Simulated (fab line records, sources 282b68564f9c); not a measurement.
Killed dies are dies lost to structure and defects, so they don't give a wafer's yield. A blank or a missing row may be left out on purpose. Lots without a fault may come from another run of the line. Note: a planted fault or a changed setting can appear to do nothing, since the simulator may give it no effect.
Struck lot and sound lot, side by side + flow ritCmos + 34 steps out of a route of 202
Sound: the wafers L157.1, L157.2, L157.4. The struck wafers were L165.2, L165.3, L165.5. The cause comes at the end.
For every step that has rows: the tool of each side, followed by ch and its chambers, followed by its first start. Under that, the readings that differ: sound wafers + struck wafers + difference of the means + sigmas: that difference in standard deviations of wafers without a fault.
alike: a reading whose means differ by less than 2 such deviations, as well as words and numbers matching on both sides. not compared: withheld readings; readings where some wafer has no value; bounds like >300 that might hide an equal value; numbers whose values overlap and for which the record gives no deviation.
The two part at a step that has a row with sigmas, a row that says differs or no value, or rows on one side only. Numbers that don't overlap but have no deviation are shown without sigmas and don't part them. A reading missing from all wafers of one side parts the sides only when that side holds two or more wafers.

first, 2 steps without rows for these wafers: RIT_SPACER_CLEAN_02 (cleans in SC2, time 600 s); RIT_SPACER_CVD_03 (deposits Si3N4 from SiH2Cl2/NH3, target thk 250 nm, time 3300 s).
RIT_SPACER_THK_MEAS_04:
  sound on filmMetro-02, day 3 12:04; struck on filmMetro-03, day 5 02:12
  alike: SPACER_NITRIDE_THK
RIT_SPACER_ETCHBACK_05: etches Si3N4 in SF6/CHF3, stops on SiO2, target depth 250 nm, time 240 s.
  sound on rieDiel-03 ch 0,2,3, day 3 12:08; struck on rieDiel-01 ch 0,1,2, day 5 02:15
  alike: drypumpMotorCurrentA, oesProductAu, throttleValvePct
  not compared: rfHoursCounterH
then, 6 steps without rows for these wafers: RIT_NSD_HMDS_00 (prime time 60 s); RIT_NSD_COAT_01 (resist thk 1000 nm); RIT_NSD_SOFTBAKE_02 (time 60 s); RIT_NSD_EXPOSE_03 (exposes mask M9, target cd 40700 nm); RIT_NSD_PEB_04; RIT_NSD_DEVELOP_05 (develop time 50 s).
RIT_NSD_OVL_MEAS_06:
  sound on overlay-01, day 3 13:16; struck on overlay-01, day 5 03:23
  alike: NSD_OVL
then, 1 step without rows for these wafers: RIT_NSD_HARDBAKE_07 (time 60 s).
RIT_NSD_IMPLANT_08:
  sound on implanter-02 ch 0, day 3 13:26; struck on implanter-04 ch 0, day 5 03:37
| reading          | sound                           | struck                        | difference | sigmas      |
|------------------|---------------------------------|-------------------------------|------------|-------------|
| doseIonsCm2      | 1.001e+15 1.0011e+15 1.0002e+15 | 7.013e+14 6.999e+14 6.994e+14 | -3.006e+14 | -99 or more |
| faradayCurrentUA | 3178 3175 3170                  | 2214 2185 2204                | -973       | -15         |
  alike: beamOnS
RIT_NSD_STRIP_09: strips in O2, time 180 s.
  sound on plasmaAsher-01 ch 0,1, day 3 13:35; struck on plasmaAsher-01 ch 0, day 5 03:45
  alike: drypumpMotorCurrentA
  not compared: rfHoursCounterH
RIT_NSD_TW_MEAS_10:
  sound on filmMetro-01, day 3 13:46; struck on filmMetro-02, day 5 03:56
| reading | sound          | struck         | difference | sigmas |
|---------|----------------|----------------|------------|--------|
| NSD_TW  | 3136 3144 3137 | 2857 2868 2851 | -280       | -10    |
then, 6 steps without rows for these wafers: RIT_PSD_HMDS_00 (prime time 60 s); RIT_PSD_COAT_01 (resist thk 1000 nm); RIT_PSD_SOFTBAKE_02 (time 60 s); RIT_PSD_EXPOSE_03 (exposes mask M10, target cd 40900 nm); RIT_PSD_PEB_04; RIT_PSD_DEVELOP_05 (develop time 50 s).
RIT_PSD_OVL_MEAS_06:
  sound on overlay-02, day 3 14:41; struck on overlay-01, day 5 04:57
  alike: PSD_OVL
then, 2 steps without rows for these wafers: RIT_PSD_HARDBAKE_07 (time 60 s); RIT_PSD_IMPLANT_08.
RIT_PSD_STRIP_09: strips in O2, time 180 s.
  sound on plasmaAsher-04 ch 0,1, day 3 15:01; struck on plasmaAsher-04 ch 0,1, day 5 05:17
  alike: drypumpMotorCurrentA
  not compared: rfHoursCounterH
RIT_PSD_TW_MEAS_10:
  sound on filmMetro-01, day 3 15:11; struck on filmMetro-02, day 5 05:28
  alike: PSD_TW
then, 3 steps without rows for these wafers: RIT_SDANNEAL_CLEAN_00 (cleans in SC1, time 600 s); RIT_SDANNEAL_CLEAN_01 (cleans in dHF, time 30 s); RIT_SDANNEAL_CLEAN_02 (cleans in SC2, time 600 s).
RIT_SDANNEAL_RTA_03: time 5 s.
  sound on rtpAnneal-02 ch 0, day 3 15:37; struck on rtpAnneal-02 ch 0, day 5 05:56
  alike: rampUpCPerS, wafer_temp_C_max
RIT_SDANNEAL_RS_MEAS_04: the measuring method here is four-point-probe.
  sound on filmMetro-01, day 3 15:40; struck on filmMetro-03, day 5 06:00
  alike: PSD_RS
RIT_SDANNEAL_RS_MEAS_05: the measuring method here is four-point-probe.
  sound on filmMetro-01, day 3 15:47; struck on filmMetro-03, day 5 06:07
| reading         | sound             | struck               | difference | sigmas      |
|-----------------|-------------------|----------------------|------------|-------------|
| NSD_RS (ohm/sq) | 84.86 84.87 84.87 | 111.89 111.52 112.11 | +26.97     | +99 or more |
RIT_SDANNEAL_RS_MEAS_06: the measuring method here is four-point-probe.
  sound on filmMetro-01, day 3 15:55; struck on filmMetro-03, day 5 06:14
  alike: PLDD_RS
RIT_M1_PROBE_99:
  sound on prober-01, day 3 23:22; struck on prober-01, day 5 14:02
| reading                                | sound                | struck               | difference | sigmas |
|----------------------------------------|----------------------|----------------------|------------|--------|
| killedAtContacts                       | 0 0 0                | 0 1 1                | +1         | +2     |
| model.etest.nmos_0p3.rOnOhmUm          | 2149 2184 2195       | 2279 2287 2279       | +106       |        |
| model.etest.nmos_0p15.rOnOhmUm         | 1103 1157 1118       | 1187 1191 1192       | +64        |        |
| model.etest.contactNplus.endOhmUm      | 40.95 40.78 40.68    | 67.92 69.7 69.34     | +28.18     |        |
| model.etest.nmosNarrow.driveUaUm       | 225 224.8 224.8      | 213.5 209.1 205.8    | -15.4      |        |
| model.etest.nmos_0p3.driveUaUm         | 222.6 219.5 218.1    | 209.4 210.2 209.1    | -10.5      |        |
| model.etest.nmos_0p15.junctionLog10AUm | -13.58 -13.41 -13.62 | -13.14 -13.06 -13.21 | +0.40      |        |
| model.etest.nmos_0p15.toxInvNm (nm)    | 4.551 4.52 4.58      | 4.791 4.742 4.784    | +0.222     |        |
  alike: killedAtFrontEnd, killedDies, killedOpen, killedShort
  not compared: model.etest.nmos_0p15.driveUaUm

## WHERE THEY PART
At RIT_NSD_IMPLANT_08 first; at RIT_M1_PROBE_99 last (within this record only).

WHY: whatever the simulator had introduced
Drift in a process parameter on implanter-04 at RIT_NSD_IMPLANT_08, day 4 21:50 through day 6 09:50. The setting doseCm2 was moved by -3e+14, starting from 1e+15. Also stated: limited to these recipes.
